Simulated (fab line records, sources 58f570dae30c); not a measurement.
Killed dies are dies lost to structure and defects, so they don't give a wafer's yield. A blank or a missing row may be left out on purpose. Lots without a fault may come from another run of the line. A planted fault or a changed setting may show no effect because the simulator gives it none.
Problem report in the 8D (eight disciplines) form, filled by code | flow berkeley_cmos170 | the parts of the form that need people (team, actions taken, sign-off) are left out

1. THE PROBLEM
PLDD_RS at UCB170_SDANNEAL_RS_MEAS_04 reads a mean of 954.0 ohm/sq on 6 wafers of 2 lots; wafers without a fault read 1032.0 ohm/sq with a standard deviation of 2.7. That is -29 standard deviations from the usual mean.
The step: measures by four-point-probe.
First seen on wafer L271.1, day 10 18:23, on film_metro-01. The record holds 42 wafers of 14 lots with a number at this step. Rule for "out", or "out of limits": more than 4 standard deviations from the usual mean. The other wafers with a number count as sound.

2. WHAT IT IS AND WHAT IT IS NOT
question                    | is                           | is not
which readings at this step | PLDD_RS                      | -
which lots                  | L271, L274                   | L253, L254, L255, L257, L258, L260, L261, L262, L263, L265, L267, L275
which wafers of those lots  | all that have a number       | -
read on which gauges        | film_metro-01, film_metro-02 | film_metro-04
when                        | from day 10 18:23            | up to then (33 sound wafers); but 3 sound wafers of L275 came after

3. SUSPECTS, AND WHAT RULES EACH OUT
Counting: a tool at a process step up to the reading stays a suspect if it ran every lot that is out and no sound lot after the first of them.
- the gauge at UCB170_SDANNEAL_RS_MEAS_04: ruled out. The wafers that are out were read on 2 gauges (film_metro-01, film_metro-02).
- implanter-04 at UCB170_PLDD_IMPLANT_08: kept. It ran every lot that is out, first L271 (day 10 05:24), and no sound lot after that; its last sound lot up to then is L267 (day 9 03:42). Its own readings are out on those wafers: beam_on_s, end_station_pressure_torr, faraday_current_uA.
Left after counting: implanter-04 at UCB170_PLDD_IMPLANT_08.

4. THE CAUSE (what the simulator had put in)
Process parameter drift: implanter-04, from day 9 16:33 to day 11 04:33, at UCB170_PLDD_IMPLANT_08. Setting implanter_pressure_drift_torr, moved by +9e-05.
Process parameter drift: implanter-04, from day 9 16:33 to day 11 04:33, at UCB170_PLDD_IMPLANT_08. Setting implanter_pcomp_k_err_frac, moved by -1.
Counting left only this tool.

5. THE CHAIN OF EFFECTS, in route order
Each row: a reading whose mean over the struck wafers that have a number lies more than 3 standard deviations from the usual. Only readings for which the record gives a usual standard deviation are gone through. hours: the time from each lot's start at the first step in this table that gives one to its start at this step, as a median over the lots. sigmas: the change in usual standard deviations.
hours | step                       | reading                   | usual         | on struck wafers | change    | sigmas
0     | UCB170_PLDD_IMPLANT_08     | beam_on_s                 | 9.99 s        | 12.01            | +2.02     | +10
0     | UCB170_PLDD_IMPLANT_08     | end_station_pressure_torr | 5.12e-06 Torr | 9.41e-05         | +8.89e-05 | +99 or more
0     | UCB170_PLDD_IMPLANT_08     | faraday_current_uA        | 159           | 134              | -26       | -8.2
14    | UCB170_SDANNEAL_RS_MEAS_04 | PLDD_RS                   | 1032.0 ohm/sq | 954.0            | -78.0     | -29
The process steps in it:
- UCB170_PLDD_IMPLANT_08
Later measuring or inspecting steps at which every struck wafer that the step has a row for has a number for every such reading, and none has moved that far: UCB170_M1_RS_MEAS_01.

6. WHAT WOULD HAVE CAUGHT IT SOONER
In this record the first reading out of limits at a measuring or inspecting step was taken at day 10 18:23, 26 hours after the fault began at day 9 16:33.
The tool's own readings at UCB170_PLDD_IMPLANT_08 were out on every struck wafer that the step has a row for (beam_on_s, end_station_pressure_torr, faraday_current_uA): an alarm limit on them would have fired on the first of those.
All the lots that are out (2) had begun UCB170_PLDD_IMPLANT_08 on implanter-04 by day 10 18:23. A hold on the tool at that time would have spared none of them.
